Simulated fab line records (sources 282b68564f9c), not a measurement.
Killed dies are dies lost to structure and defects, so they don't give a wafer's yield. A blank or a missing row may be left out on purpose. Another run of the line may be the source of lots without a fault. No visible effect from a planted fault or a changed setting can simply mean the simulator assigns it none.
Lot-split experiment / flow rit-cmos / 5 lots, 23 wafers read, on a route of 202 steps

THE SPLIT
At RIT_CONTACT_ETCH_11 (etches SiO2 in CHF3/CF4/Ar, stops on TiSi2, target depth 480 nm, time 320 s), the setting time-s was moved away from the recipe's 320 s on 7 of the 23 wafers read, by -14.5% to +4.7%. The other wafers ran this setting at the recipe's value.

The reading is taken at the split's own step.

THE READING
NOVOLAK_of_CONTACT_COAT_03.thk-nm (the simulator's own value, which no gauge read), in nm, at RIT_CONTACT_ETCH_11 (etches SiO2 in CHF3/CF4/Ar, stops on TiSi2, target depth 480 nm, time 320 s). There is no usual value for it anywhere in the file. Across the 16 wafers here that went through the recipe, the average is 769.1 nm and the standard deviation 2.7 nm.

wafer=L074.1; tool, chamber at the split=rie-diel-01, 0; time-s as run, s=320; against the recipe=recipe; NOVOLAK_of_CONTACT_COAT_03.thk-nm, nm=768.4; against lot-mates on the recipe=-
wafer=L074.3; tool, chamber at the split=rie-diel-01, 3; time-s as run, s=320; against the recipe=recipe; NOVOLAK_of_CONTACT_COAT_03.thk-nm, nm=768; against lot-mates on the recipe=-
wafer=L074.5; tool, chamber at the split=rie-diel-01, 3; time-s as run, s=320; against the recipe=recipe; NOVOLAK_of_CONTACT_COAT_03.thk-nm, nm=769.2; against lot-mates on the recipe=-
wafer=L079.1; tool, chamber at the split=rie-diel-03, 1; time-s as run, s=335.2; against the recipe=+4.7%; NOVOLAK_of_CONTACT_COAT_03.thk-nm, nm=764.1; against lot-mates on the recipe=-3.7
wafer=L079.2; tool, chamber at the split=rie-diel-03, 2; time-s as run, s=335.2; against the recipe=+4.7%; NOVOLAK_of_CONTACT_COAT_03.thk-nm, nm=761.2; against lot-mates on the recipe=-6.6
wafer=L079.3; tool, chamber at the split=rie-diel-03, 3; time-s as run, s=320; against the recipe=recipe; NOVOLAK_of_CONTACT_COAT_03.thk-nm, nm=768.5; against lot-mates on the recipe=-
wafer=L079.5; tool, chamber at the split=rie-diel-03, 3; time-s as run, s=320; against the recipe=recipe; NOVOLAK_of_CONTACT_COAT_03.thk-nm, nm=767.3; against lot-mates on the recipe=-
wafer=L079.6; tool, chamber at the split=rie-diel-03, 0; time-s as run, s=320; against the recipe=recipe; NOVOLAK_of_CONTACT_COAT_03.thk-nm, nm=767.5; against lot-mates on the recipe=-
wafer=L080.2; tool, chamber at the split=rie-diel-02, 0; time-s as run, s=320; against the recipe=recipe; NOVOLAK_of_CONTACT_COAT_03.thk-nm, nm=770.2; against lot-mates on the recipe=-
wafer=L080.3; tool, chamber at the split=rie-diel-02, 3; time-s as run, s=273.6; against the recipe=-14.5%; NOVOLAK_of_CONTACT_COAT_03.thk-nm, nm=784.6; against lot-mates on the recipe=+15.2
wafer=L080.4; tool, chamber at the split=rie-diel-02, 2; time-s as run, s=320; against the recipe=recipe; NOVOLAK_of_CONTACT_COAT_03.thk-nm, nm=765.3; against lot-mates on the recipe=-
wafer=L080.5; tool, chamber at the split=rie-diel-02, 1; time-s as run, s=273.6; against the recipe=-14.5%; NOVOLAK_of_CONTACT_COAT_03.thk-nm, nm=784.6; against lot-mates on the recipe=+15.2
wafer=L080.6; tool, chamber at the split=rie-diel-02, 0; time-s as run, s=320; against the recipe=recipe; NOVOLAK_of_CONTACT_COAT_03.thk-nm, nm=772.6; against lot-mates on the recipe=-
wafer=L082.2; tool, chamber at the split=rie-diel-02, 2; time-s as run, s=320; against the recipe=recipe; NOVOLAK_of_CONTACT_COAT_03.thk-nm, nm=770.4; against lot-mates on the recipe=-
wafer=L082.3; tool, chamber at the split=rie-diel-02, 1; time-s as run, s=304.1; against the recipe=-5.0%; NOVOLAK_of_CONTACT_COAT_03.thk-nm, nm=779.4; against lot-mates on the recipe=+6.5
wafer=L082.4; tool, chamber at the split=rie-diel-02, 2; time-s as run, s=304.1; against the recipe=-5.0%; NOVOLAK_of_CONTACT_COAT_03.thk-nm, nm=773.6; against lot-mates on the recipe=+0.7
wafer=L082.5; tool, chamber at the split=rie-diel-02, 3; time-s as run, s=320; against the recipe=recipe; NOVOLAK_of_CONTACT_COAT_03.thk-nm, nm=775.4; against lot-mates on the recipe=-
wafer=L082.6; tool, chamber at the split=rie-diel-02, 1; time-s as run, s=304.1; against the recipe=-5.0%; NOVOLAK_of_CONTACT_COAT_03.thk-nm, nm=777.4; against lot-mates on the recipe=+4.5
wafer=L085.1; tool, chamber at the split=rie-diel-03, 2; time-s as run, s=320; against the recipe=recipe; NOVOLAK_of_CONTACT_COAT_03.thk-nm, nm=764.5; against lot-mates on the recipe=-
wafer=L085.2; tool, chamber at the split=rie-diel-03, 3; time-s as run, s=320; against the recipe=recipe; NOVOLAK_of_CONTACT_COAT_03.thk-nm, nm=767.5; against lot-mates on the recipe=-
wafer=L085.4; tool, chamber at the split=rie-diel-03, 1; time-s as run, s=320; against the recipe=recipe; NOVOLAK_of_CONTACT_COAT_03.thk-nm, nm=772.4; against lot-mates on the recipe=-
wafer=L085.5; tool, chamber at the split=rie-diel-03, 1; time-s as run, s=320; against the recipe=recipe; NOVOLAK_of_CONTACT_COAT_03.thk-nm, nm=770.4; against lot-mates on the recipe=-
wafer=L085.6; tool, chamber at the split=rie-diel-03, 0; time-s as run, s=320; against the recipe=recipe; NOVOLAK_of_CONTACT_COAT_03.thk-nm, nm=768; against lot-mates on the recipe=-

FIT RESULTS
A straight line over all 23 wafers: NOVOLAK_of_CONTACT_COAT_03.thk-nm changes by -1.16 nm for each +1% of time-s; r = -0.90; the points scatter about the line by 2.7 nm.
The same after taking each lot's own level away (the mean of its wafers on the recipe; 23 wafers): -1.03 nm for each +1%; r = -0.91; scatter 2.2 nm.
Per that fit: largest time-s move, reading shift of 15 nm.
The span of the lots' own levels, 767.77 to 772.90 nm, comes to 1.9 times the standard deviation stated above.
In other words, the slope is changed by the lot-to-lot level; the two fits disagree.
Check: for one of the wafers moved furthest among these (-14.5%), held out of the fit, the line's prediction against its lot-mates is +14.4 nm. It came out at +15.2 nm against them.

FILE'S OWN FIT
NOVOLAK_of_CONTACT_COAT_03.thk-nm changes by -1.03 nm for each +1% of time-s, r = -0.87.
